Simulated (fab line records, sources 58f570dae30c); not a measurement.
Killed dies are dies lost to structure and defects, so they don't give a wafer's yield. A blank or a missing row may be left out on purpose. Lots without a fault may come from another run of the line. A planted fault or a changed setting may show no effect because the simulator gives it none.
Which tool did it? | flow berkeley_cmos170 | 14 lots, 42 wafers sampled, at 5 steps of a route of 331

WHAT THE GAUGES READ, wafer by wafer
UCB170_M2_CD_MEAS_15: target cd 700 nm. Usual: cd_nm 699.4 nm, standard deviation 1.5.
lot  | measured     | on        | cd_nm (nm)        | flag
L869 | day 8 22:31  | cd_sem-02 | 701.5 700.1 699.3 |
L873 | day 9 13:09  | cd_sem-02 | 697.3 698.3 697.1 |
L874 | day 9 12:38  | cd_sem-02 | 700.7 700.4 699.4 |
L875 | day 9 12:52  | cd_sem-01 | 697.8 698.2 698.2 |
L871 | day 9 13:21  | cd_sem-01 | 698.7 697.8 699.8 |
L877 | day 10 09:41 | cd_sem-02 | 701.1 700.3 701.4 |
L878 | day 10 09:15 | cd_sem-02 | 699.8 700.2 700.1 |
L881 | day 11 05:02 | cd_sem-01 | 698.1 697.7 699.0 |
L884 | day 11 20:11 | cd_sem-02 | 697.3 698.3 699.6 |
L888 | day 11 21:46 | cd_sem-01 | 697.8 697.7 697.5 |
L887 | day 11 21:55 | cd_sem-02 | 697.3 696.9 698.0 |
L886 | day 11 22:19 | cd_sem-02 | 701.0 699.9 699.6 |
L885 | day 11 22:38 | cd_sem-02 | 699.1 698.5 698.4 |
L892 | day 13 03:00 | cd_sem-01 | 698.1 697.8 697.6 |

UCB170_V2_THK_MEAS_01. Usual: V2_TEOS_THK 1999 nm, standard deviation 23.
lot  | measured     | on            | V2_TEOS_THK (nm)              | flag
L869 | day 8 23:16  | film_metro-04 | 1962 1996 1978                |
L873 | day 9 13:55  | film_metro-02 | 2023 1979 2005                |
L874 | day 9 13:23  | film_metro-02 | 1982 2008 2024                |
L875 | day 9 13:41  | film_metro-04 | 1974 2022 2046                |
L871 | day 9 14:07  | film_metro-01 | 1983 1951 2003                |
L877 | day 10 10:29 | film_metro-01 | 1970 2009 2010                |
L878 | day 10 10:07 | film_metro-04 | 1999 2031 2025                |
L881 | day 11 05:49 | film_metro-02 | 1982 1983 1991                |
L884 | day 11 20:57 | film_metro-02 | 1960 2026 2018                |
L888 | day 11 22:31 | film_metro-02 | 2178 2202 2199 2179 2203 2199 | OFF
L887 | day 11 22:40 | film_metro-04 | 1984 1965 2004                |
L886 | day 11 23:04 | film_metro-02 | 2004 1987 2020                |
L885 | day 11 23:23 | film_metro-04 | 2207 2205 2231 2207 2206 2231 | OFF
L892 | day 13 03:46 | film_metro-04 | 1983 2005 2023                |

WHICH TOOL RAN EACH LOT (tool, then ch and the chambers of the sampled wafers, then the start)
lot  | UCB170_V1_CMP_02              | UCB170_M2_STRIP_07                   | UCB170_V2_CVD_00
L869 | cmp-01 ch 0,1, day 8 17:49    | plasma_asher-01 ch 0,1, day 8 21:13  | pecvd-01 ch 1,2, day 8 23:07
L873 | cmp-02 ch 0,2,3, day 9 06:25  | plasma_asher-02 ch 0,1, day 9 11:38  | pecvd-03 ch 0,1,2, day 9 13:45
L874 | cmp-01 ch 0,1,2, day 9 06:39  | plasma_asher-01 ch 0,1, day 9 11:13  | pecvd-03 ch 0,1, day 9 13:14
L875 | cmp-02 ch 1,3, day 9 06:43    | plasma_asher-03 ch 0,1, day 9 11:27  | pecvd-02 ch 0,1,2, day 9 13:32
L871 | cmp-01 ch 0,1,3, day 9 06:57  | plasma_asher-01 ch 0,1, day 9 11:40  | pecvd-02 ch 0,1,2, day 9 13:58
L877 | cmp-02 ch 0,1,3, day 10 02:51 | plasma_asher-03 ch 0,1, day 10 07:46 | pecvd-01 ch 0,1, day 10 10:19
L878 | cmp-01 ch 0,1,3, day 10 02:57 | plasma_asher-02 ch 0,1, day 10 06:52 | pecvd-03 ch 0,1, day 10 09:52
L881 | cmp-01 ch 2,3, day 10 22:20   | plasma_asher-03 ch 0,1, day 11 02:11 | pecvd-01 ch 0,2, day 11 05:38
L884 | cmp-02 ch 1,2,3, day 11 14:46 | plasma_asher-01 ch 0,1, day 11 17:49 | pecvd-02 ch 0,1,2, day 11 20:48
L888 | cmp-01 ch 0,1, day 11 16:28   | plasma_asher-03 ch 0,1, day 11 20:01 | pecvd-01 ch 0,1, day 11 22:22
L887 | cmp-02 ch 1,2,3, day 11 16:31 | plasma_asher-02 ch 0,1, day 11 20:29 | pecvd-03 ch 0,1,2, day 11 22:31
L886 | cmp-01 ch 0,2, day 11 16:46   | plasma_asher-03 ch 0,1, day 11 20:44 | pecvd-02 ch 0,1, day 11 22:55
L885 | cmp-02 ch 0,1,2, day 11 16:55 | plasma_asher-02 ch 0,1, day 11 20:51 | pecvd-01 ch 0,2, day 11 23:14
L892 | cmp-01 ch 1,2, day 12 22:11   | plasma_asher-03 ch 1, day 13 01:46   | pecvd-03 ch 1,2, day 13 03:37
- UCB170_V1_CMP_02: polishes SiO2.
- UCB170_M2_STRIP_07: strips in O2.
- UCB170_V2_CVD_00: deposits SiO2 from TEOS/O2, target thk 2000 nm, time 250 s.

WHAT THE TOOLS THEMSELVES READ (means of the sampled wafers that have a number; where no wafer has one, the mark that the record gives instead)
UCB170_V1_CMP_02. Usual: edge_zone_pressure_frac 0.999, standard deviation 0.0047; motor_current_A 16.5 A, standard deviation 1.8.
lot  | tool   | edge_zone_pressure_frac | motor_current_A (A) | flag
L869 | cmp-01 | 0.998                   | 15.3                |
L873 | cmp-02 | 0.997                   | 16.3                |
L874 | cmp-01 | 1.001                   | 16.8                |
L875 | cmp-02 | 1.002                   | 17.9                |
L871 | cmp-01 | 1.002                   | 15.7                |
L877 | cmp-02 | 0.999                   | 16.2                |
L878 | cmp-01 | 1.002                   | 15.2                |
L881 | cmp-01 | 1.005                   | 16.1                |
L884 | cmp-02 | 1.001                   | 17.6                |
L888 | cmp-01 | 0.999                   | 15.6                |
L887 | cmp-02 | 0.999                   | 17.8                |
L886 | cmp-01 | 0.998                   | 16.6                |
L885 | cmp-02 | 0.998                   | 16.8                |
L892 | cmp-01 | 1.001                   | 17.3                |

UCB170_M2_STRIP_07. Usual: drypump_motor_current_A 5.8 A, standard deviation 0.61; oes_product_au 0.734 a.u., standard deviation 0.0044; strip_time_to_endpoint_s 21.94 s, standard deviation 0.058.
lot  | tool            | drypump_motor_current_A (A) | oes_product_au (a.u.) | strip_time_to_endpoint_s (s) | flag
L869 | plasma_asher-01 | 6.3                         | 0.735                 | 21.97                        |
L873 | plasma_asher-02 | 5.9                         | 0.738                 | 21.91                        |
L874 | plasma_asher-01 | 5.9                         | 0.733                 | 22.01                        |
L875 | plasma_asher-03 | 5.8                         | 0.735                 | 21.89                        |
L871 | plasma_asher-01 | 5.9                         | 0.737                 | 21.97                        |
L877 | plasma_asher-03 | 5.7                         | 0.732                 | 21.96                        |
L878 | plasma_asher-02 | 5.3                         | 0.739                 | 21.91                        |
L881 | plasma_asher-03 | 5.8                         | 0.734                 | 21.89                        |
L884 | plasma_asher-01 | 5.9                         | 0.733                 | 21.94                        |
L888 | plasma_asher-03 | 5.8                         | 0.731                 | 21.90                        |
L887 | plasma_asher-02 | 5.9                         | 0.734                 | 22.02                        |
L886 | plasma_asher-03 | 5.8                         | 0.739                 | 21.94                        |
L885 | plasma_asher-02 | 5.9                         | 0.733                 | 21.90                        |
L892 | plasma_asher-03 | 5.9                         | 0.735                 | 21.89                        |

UCB170_V2_CVD_00. Usual: heater_power_w 245 W, standard deviation 55; rf_fwd_power_W 548.4 W, standard deviation 1.6; susceptor_temp_C 389.99 C, standard deviation 0.22.
lot  | tool     | heater_power_w (W) | rf_fwd_power_W (W) | susceptor_temp_C (C) | flag
L869 | pecvd-01 | 208                | 549.2              | 390.19               |
L873 | pecvd-03 | 228                | 547.5              | 389.81               |
L874 | pecvd-03 | 276                | 549.9              | 390.12               |
L875 | pecvd-02 | 237                | 547.9              | 389.69               |
L871 | pecvd-02 | 273                | 547.8              | 389.96               |
L877 | pecvd-01 | 211                | 548.0              | 390.20               |
L878 | pecvd-03 | 227                | 547.3              | 390.13               |
L881 | pecvd-01 | 183                | 548.9              | 390.03               |
L884 | pecvd-02 | 254                | 546.6              | 390.06               |
L888 | pecvd-01 | 106                | 766.8              | 390.01               | OFF
L887 | pecvd-03 | 302                | 549.4              | 390.08               |
L886 | pecvd-02 | 260                | 550.8              | 390.01               |
L885 | pecvd-01 | 90                 | 769.5              | 389.92               | OFF
L892 | pecvd-03 | 278                | 548.9              | 389.87               |

THE ANSWER, worked out from the rows above alone
Rule: a lot is off if the mean of its wafers that have a number lies more than 3 standard deviations from the usual mean. A lot without any number at a reading at which 4 lots or more have one is off too. The other lots that the step has rows for count as sound. The gauges are gone through in route order, then the tools' own readings, and for those a lot's mean is taken as printed above. The first step at which some lot is off is used, and at that step the reading that is off furthest; a lot without a number counts as furthest.
Off: L888, L885, at UCB170_V2_THK_MEAS_01 (V2_TEOS_THK).
A tool fits if, at a process step before that reading, it ran every lot that is off, and no sound lot after the first of them. The gauges at UCB170_V2_THK_MEAS_01 aren't tried: what is off there is off at UCB170_V2_CVD_00 too, on other tools, and a gauge's error can't cause that. One fits: pecvd-01 at UCB170_V2_CVD_00. Its last sound lot is L881 (day 11 05:38), its first lot that is off L888 (day 11 22:22): a fault that began between those two fits.
The tool's own readings at UCB170_V2_CVD_00 bear it out: on the lots that are off they differ by more than 5 times the standard deviation of the sound lots' means. rf_fwd_power_W reads 768.1 W there against 548.5 W on the sound lots.

WHAT THE SIMULATOR HAD PUT IN
Process parameter drift: pecvd-01, from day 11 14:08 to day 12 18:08, at UCB170_V2_CVD_00. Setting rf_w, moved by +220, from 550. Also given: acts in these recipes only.
Lots struck among those shown: L888, L885. The rule above found the same.
